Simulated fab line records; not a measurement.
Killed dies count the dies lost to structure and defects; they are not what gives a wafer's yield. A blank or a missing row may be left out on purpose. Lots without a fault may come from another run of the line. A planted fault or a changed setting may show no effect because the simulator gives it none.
Shared-tool check + flow berkeley-cmos170 + 14 lots, 42 wafers sampled

REASON FOR OPENING
UCB170_WELLDRIVE_THK_MEAS_02, reading WELLDRIVE_OXIDE_THK: flagged on 2 of 14 lots. Fault-free wafers read 197 nm, with a standard deviation of 4.
Rule: flag the lot when none of its wafers has a number, or when each of its wafers that has one lies beyond 4 standard deviations from that mean. All remaining lots are regarded as sound.

| lot  | measured    | on            | WELLDRIVE_OXIDE_THK (nm), wafer by wafer | flag    |
|------|-------------|---------------|------------------------------------------|---------|
| L157 | day 3 19:30 | film-metro-03 | 192 189 194                              |         |
| L159 | day 4 10:14 | film-metro-03 | 193 195 196                              |         |
| L158 | day 4 10:18 | film-metro-03 | 199 198 200                              |         |
| L160 | day 4 10:20 | film-metro-02 | 194 195 193                              |         |
| L161 | day 4 18:49 | film-metro-03 | 194 193 197                              |         |
| L162 | day 5 05:11 | film-metro-03 | 189 194 193                              |         |
| L163 | day 5 13:28 | film-metro-02 | 191 195 197                              |         |
| L164 | day 5 13:30 | film-metro-03 | 195 194 193                              |         |
| L165 | day 5 17:51 | film-metro-02 | 198 202 201                              |         |
| L166 | day 6 04:14 | film-metro-02 | 248 250 249                              | FLAGGED |
| L167 | day 6 04:16 | film-metro-02 | 243 246 243                              | FLAGGED |
| L176 | day 8 05:29 | film-metro-03 | 190 191 192                              |         |
| L177 | day 8 05:29 | film-metro-01 | 198 197 194                              |         |
| L178 | day 8 05:31 | film-metro-02 | 192 193 192                              |         |
The numbers of the flagged lots are 246 nm on average: +50 nm against the usual, or +12 standard deviations.

TOOL THAT RAN EACH LOT
The record holds 3 process steps before the reading, out of a route of 331 steps. Cell contents, in order: the tool; ch with the chambers the sampled wafers went through; the start.
| lot  | flag    | UCB170_ZERO_ETCH_06               | UCB170_PWELL_STRIP_16               | UCB170_WELLDRIVE_OXIDATION_01 |
|------|---------|-----------------------------------|-------------------------------------|-------------------------------|
| L157 |         | rie-diel-01 ch 0,1, day 1 17:51   | plasma-asher-02 ch 0,1, day 3 04:19 | furnace-04 ch 0, day 3 15:59  |
| L159 |         | rie-diel-04 ch 0,1,2, day 2 08:26 | plasma-asher-04 ch 0,1, day 3 20:07 | furnace-04 ch 0, day 4 06:40  |
| L158 |         | rie-diel-04 ch 0,2,3, day 2 04:13 | plasma-asher-01 ch 0,1, day 3 20:18 | furnace-04 ch 0, day 4 06:40  |
| L160 |         | rie-diel-01 ch 0,2,3, day 2 14:24 | plasma-asher-04 ch 0,1, day 3 20:36 | furnace-04 ch 0, day 4 06:40  |
| L161 |         | rie-diel-04 ch 2,3, day 2 14:11   | plasma-asher-02 ch 0,1, day 4 04:16 | furnace-02 ch 0, day 4 15:17  |
| L162 |         | rie-diel-01 ch 1,2,3, day 3 01:01 | plasma-asher-02 ch 0,1, day 4 17:56 | furnace-01 ch 0, day 5 01:41  |
| L163 |         | rie-diel-03 ch 2,3, day 3 06:25   | plasma-asher-02 ch 0,1, day 4 23:56 | furnace-04 ch 0, day 5 09:58  |
| L164 |         | rie-diel-01 ch 0,1,2, day 3 06:40 | plasma-asher-01 ch 0,1, day 5 00:50 | furnace-04 ch 0, day 5 09:58  |
| L165 |         | rie-diel-03 ch 0,2, day 3 15:41   | plasma-asher-02 ch 1, day 5 05:11   | furnace-02 ch 0, day 5 14:21  |
| L166 | FLAGGED | rie-diel-04 ch 0,1,3, day 4 01:02 | plasma-asher-04 ch 0,1, day 5 13:06 | furnace-02 ch 0, day 6 00:42  |
| L167 | FLAGGED | rie-diel-03 ch 0,2,3, day 4 01:17 | plasma-asher-01 ch 0,1, day 5 13:20 | furnace-02 ch 0, day 6 00:42  |
| L176 |         | rie-diel-01 ch 0,2,3, day 6 00:17 | plasma-asher-04 ch 0,1, day 7 17:59 | furnace-04 ch 0, day 8 01:58  |
| L177 |         | rie-diel-03 ch 1,2, day 6 06:55   | plasma-asher-01 ch 0,1, day 7 18:10 | furnace-04 ch 0, day 8 01:58  |
| L178 |         | rie-diel-04 ch 1,3, day 6 06:53   | plasma-asher-04 ch 0,1, day 7 18:16 | furnace-04 ch 0, day 8 01:58  |
These steps, and what they do:
- UCB170_ZERO_ETCH_06: etches SiO2 in CHF3/CF4/Ar, time 12 s.
- UCB170_PWELL_STRIP_16: strips in O2.
- UCB170_WELLDRIVE_OXIDATION_01: target thk 199 nm, ox time 9000 s.
- UCB170_WELLDRIVE_THK_MEAS_02

FLAGGED OVER TOTAL, TOOL BY TOOL (the gauges that took the reading come last)
| step                          | tool            | lots run | flagged | share of the flagged lots | sound lots run after its first flagged lot |
|-------------------------------|-----------------|----------|---------|---------------------------|--------------------------------------------|
| UCB170_ZERO_ETCH_06           | rie-diel-01     | 5        | 0       | none                      | -                                          |
| UCB170_ZERO_ETCH_06           | rie-diel-03     | 4        | 1       | some                      | 1 (L177)                                   |
| UCB170_ZERO_ETCH_06           | rie-diel-04     | 5        | 1       | some                      | 1 (L178)                                   |
| UCB170_PWELL_STRIP_16         | plasma-asher-01 | 4        | 1       | some                      | 1 (L177)                                   |
| UCB170_PWELL_STRIP_16         | plasma-asher-02 | 5        | 0       | none                      | -                                          |
| UCB170_PWELL_STRIP_16         | plasma-asher-04 | 5        | 1       | some                      | 2 (L176,L178)                              |
| UCB170_WELLDRIVE_OXIDATION_01 | furnace-01      | 1        | 0       | none                      | -                                          |
| UCB170_WELLDRIVE_OXIDATION_01 | furnace-02      | 4        | 2       | all                       | 0                                          |
| UCB170_WELLDRIVE_OXIDATION_01 | furnace-04      | 9        | 0       | none                      | -                                          |
| UCB170_WELLDRIVE_THK_MEAS_02  | film-metro-01   | 1        | 0       | none                      | -                                          |
| UCB170_WELLDRIVE_THK_MEAS_02  | film-metro-02   | 6        | 2       | all                       | 1 (L178)                                   |
| UCB170_WELLDRIVE_THK_MEAS_02  | film-metro-03   | 7        | 0       | none                      | -                                          |

THE TABLE: WHAT IT ALLOWS
In 2 table rows, all flagged lots were run: furnace-02 (UCB170_WELLDRIVE_OXIDATION_01), film-metro-02 (UCB170_WELLDRIVE_THK_MEAS_02).
- furnace-02 at UCB170_WELLDRIVE_OXIDATION_01 ran 4 lots, 2 of them flagged. Last sound lot L165 at day 5 14:21, first flagged lot L166 at day 6 00:42; a fault beginning in between fits.
- film-metro-02 at UCB170_WELLDRIVE_THK_MEAS_02 ran 6 lots, 2 of them flagged. Lots that were sound ran on it after the first flagged one (L178); a persistent fault on the entire tool would not allow that.
One tool is left: furnace-02 at UCB170_WELLDRIVE_OXIDATION_01.

WHAT WAS PUT IN BY THE SIMULATOR
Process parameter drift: furnace-02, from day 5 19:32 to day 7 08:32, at UCB170_WELLDRIVE_OXIDATION_01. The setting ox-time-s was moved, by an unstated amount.
Lots struck among those shown: L166, L167. The rule above found the same.
